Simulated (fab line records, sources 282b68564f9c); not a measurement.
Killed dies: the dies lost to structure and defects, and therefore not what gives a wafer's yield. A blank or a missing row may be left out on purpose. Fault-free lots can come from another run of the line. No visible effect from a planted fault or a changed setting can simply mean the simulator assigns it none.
The tool behind it: which one?    flow rit_cmos    Sampling: 7 lots, 21 wafers, 4 of 202 route steps

== WHAT EACH GAUGE READ, for each wafer ==
RIT_SDANNEAL_RS_MEAS_06: measures by four-point-probe.
lot   measured     on             PLDD_RS (ohm/sq)
L126  day 3 07:18  film_metro-04  179.2 179.3 179.0
L128  day 3 18:05  film_metro-04  178.5 178.5 178.6
L130  day 4 02:13  film_metro-04  178.7 178.8 178.6
L134  day 4 22:35  film_metro-01  179.4 179.1 178.9
L136  day 5 07:43  film_metro-02  179.1 178.7 178.8
L143  day 6 19:40  film_metro-01  178.7 178.5 179.1
L148  day 7 19:48  film_metro-02  178.5 178.7 178.9

== EACH LOT AND THE TOOL THAT RAN IT (in order: tool; ch and the chambers of the sampled wafers; start) ==
lot   RIT_ACTIVE_STRIP_14                  RIT_NWELL_COAT_01                 RIT_NRETRO_STRIP_09
L126  plasma_asher-02 ch 0,1, day 1 19:54  litho_track-02 ch 0, day 2 01:40  plasma_asher-03 ch 0,1, day 2 11:43
L128  plasma_asher-03 ch 0,1, day 2 06:40  litho_track-01 ch 0, day 2 12:27  plasma_asher-03 ch 0,1, day 2 22:18
L130  plasma_asher-04 ch 0,1, day 2 16:16  litho_track-03 ch 0, day 2 20:56  plasma_asher-03 ch 1, day 3 06:52
L134  plasma_asher-04 ch 0,1, day 3 11:58  litho_track-02 ch 0, day 3 16:50  plasma_asher-03 ch 0,1, day 4 03:05
L136  plasma_asher-03 ch 0,1, day 3 21:50  litho_track-03 ch 0, day 4 02:29  plasma_asher-03 ch 0,1, day 4 12:24
L143  plasma_asher-02 ch 0,1, day 5 08:54  litho_track-02 ch 0, day 5 14:26  plasma_asher-01 ch 0,1, day 6 00:35
L148  plasma_asher-02 ch 0,1, day 6 09:58  litho_track-02 ch 0, day 6 14:35  plasma_asher-01 ch 0,1, day 7 00:19
- RIT_ACTIVE_STRIP_14: strips in O2, time 180 s.
- RIT_NWELL_COAT_01: resist thk 1300 nm.
- RIT_NRETRO_STRIP_09: strips in O2, time 180 s.

== THE ANSWER, worked out from the rows above alone ==
Rule: the lots themselves supply what counts as usual. The widest of any qualifying gaps counts: lots, ordered by their means at a reading, are off when they make up no more than a third of the lots, leave a main group of 4 or more, and stand apart from it by 3 or more times the standard deviation of that group's means. The tables above print the reading to a certain number of digits; a main group whose means all agree to those digits is not used. Also off: a lot with no number at a reading for which 4 or more lots have one. All remaining lots with rows at the step are treated as sound.
No lot is off on any of the readings shown, so nothing can be concluded from this.

== WHAT THE SIMULATOR PUT IN ==
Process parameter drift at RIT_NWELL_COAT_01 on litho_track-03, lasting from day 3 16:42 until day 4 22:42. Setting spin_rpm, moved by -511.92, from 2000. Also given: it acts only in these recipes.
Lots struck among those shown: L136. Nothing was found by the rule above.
